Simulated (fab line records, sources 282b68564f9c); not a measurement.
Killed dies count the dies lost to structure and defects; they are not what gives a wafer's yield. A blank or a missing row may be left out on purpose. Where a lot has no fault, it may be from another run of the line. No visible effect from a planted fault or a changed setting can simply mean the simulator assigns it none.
Which tool is to blame? -- flow rit_cmos -- 39 wafers from 13 lots sampled at 2 of the route's 202 steps

WHAT THE GAUGES READ, wafer by wafer
RIT_CONTACT_THK_MEAS_01.
lot,measured,on,CONTACT_TEOS_THK (nm)
L105,day 3 12:32,film_metro-02,398 400 406
L106,day 3 15:16,film_metro-03,401 401 405
L107,day 3 22:10,film_metro-02,402 405 401
L112,day 4 19:27,film_metro-04,396 405 397
L113,day 5 02:02,film_metro-04,407 407 605
L117,day 5 20:10,film_metro-04,391 403 402
L120,day 6 11:20,film_metro-03,401 397 408
L121,day 6 15:29,film_metro-02,387 388 394
L123,day 7 03:05,film_metro-02,398 396 402
L124,day 7 06:40,film_metro-03,400 401 400
L125,day 7 13:46,film_metro-03,397 405 399
L126,day 7 18:56,film_metro-03,395 391 401
L127,day 8 02:41,film_metro-03,389 400 400

WHAT TOOL EACH LOT RAN ON (gives the tool, then ch and the chambers of the sampled wafers, and finally the start)
lot,RIT_CONTACT_CVD_00
L105,"pecvd-01 ch 0,2, day 3 12:29"
L106,"pecvd-04 ch 0,2, day 3 15:12"
L107,"pecvd-03 ch 1,2, day 3 22:06"
L112,"pecvd-01 ch 0,2, day 4 19:23"
L113,"pecvd-04 ch 0,1,2, day 5 01:59"
L117,"pecvd-03 ch 0,1,2, day 5 20:06"
L120,"pecvd-03 ch 1,2, day 6 11:17"
L121,"pecvd-01 ch 1,2, day 6 15:26"
L123,"pecvd-03 ch 0,1,2, day 7 03:02"
L124,"pecvd-01 ch 0,2, day 7 06:36"
L125,"pecvd-04 ch 1,2, day 7 13:42"
L126,"pecvd-03 ch 0,1,2, day 7 18:53"
L127,"pecvd-01 ch 0,1,2, day 8 02:37"
- RIT_CONTACT_CVD_00: deposits SiO2 from TEOS, target thk 400 nm, time 61 s.

AS READ BY THE TOOLS THEMSELVES (means over the sampled wafers that have a number; for cases with no such wafer, the mark the record gives instead)
RIT_CONTACT_CVD_00.
lot,tool,heater_power_w (W),run_length_s (s)
L105,pecvd-01,424,88.2
L106,pecvd-04,284,88.4
L107,pecvd-03,318,88.7
L112,pecvd-01,359,88.3
L113,pecvd-04,308,99.0
L117,pecvd-03,307,88.7
L120,pecvd-03,319,88.5
L121,pecvd-01,335,88.5
L123,pecvd-03,326,88.7
L124,pecvd-01,399,88.1
L125,pecvd-04,337,89.9
L126,pecvd-03,298,88.8
L127,pecvd-01,366,88.5

THE ANSWER, worked out from the rows above alone
Rule: what is usual is taken from the lots themselves. Put in order of their means at a reading, lots are off if they are a third of the lots or fewer, leave a main group of 4 or more, and stand apart from it by a gap of 3 or more times the standard deviation of the main group's means; of several such gaps the widest counts. The tables above print the reading to a certain number of digits; a main group whose means all agree to those digits is not used. A lot without any number at a reading at which 4 lots or more have one is off too. All remaining lots with rows at the step are treated as sound. Order of review: gauges by route order, followed by the tools' own readings, for which a lot's mean as printed above is used. The first step at which some lot is off is used, and at that step the reading that is off furthest; a lot without a number counts as furthest.
Off: L113, at RIT_CONTACT_THK_MEAS_01 (CONTACT_TEOS_THK). Mean 399 nm and standard deviation 3.5 in the main group.
If a tool, at a process step before that reading, ran all the lots that are off and no sound lot after the first of them, it fits. Not tried: the gauges at RIT_CONTACT_THK_MEAS_01; whatever is off there is also off at RIT_CONTACT_CVD_00, on other tools, and gauge error can't account for it. Of those tried, none fits.

WHAT WAS PUT IN BY THE SIMULATOR
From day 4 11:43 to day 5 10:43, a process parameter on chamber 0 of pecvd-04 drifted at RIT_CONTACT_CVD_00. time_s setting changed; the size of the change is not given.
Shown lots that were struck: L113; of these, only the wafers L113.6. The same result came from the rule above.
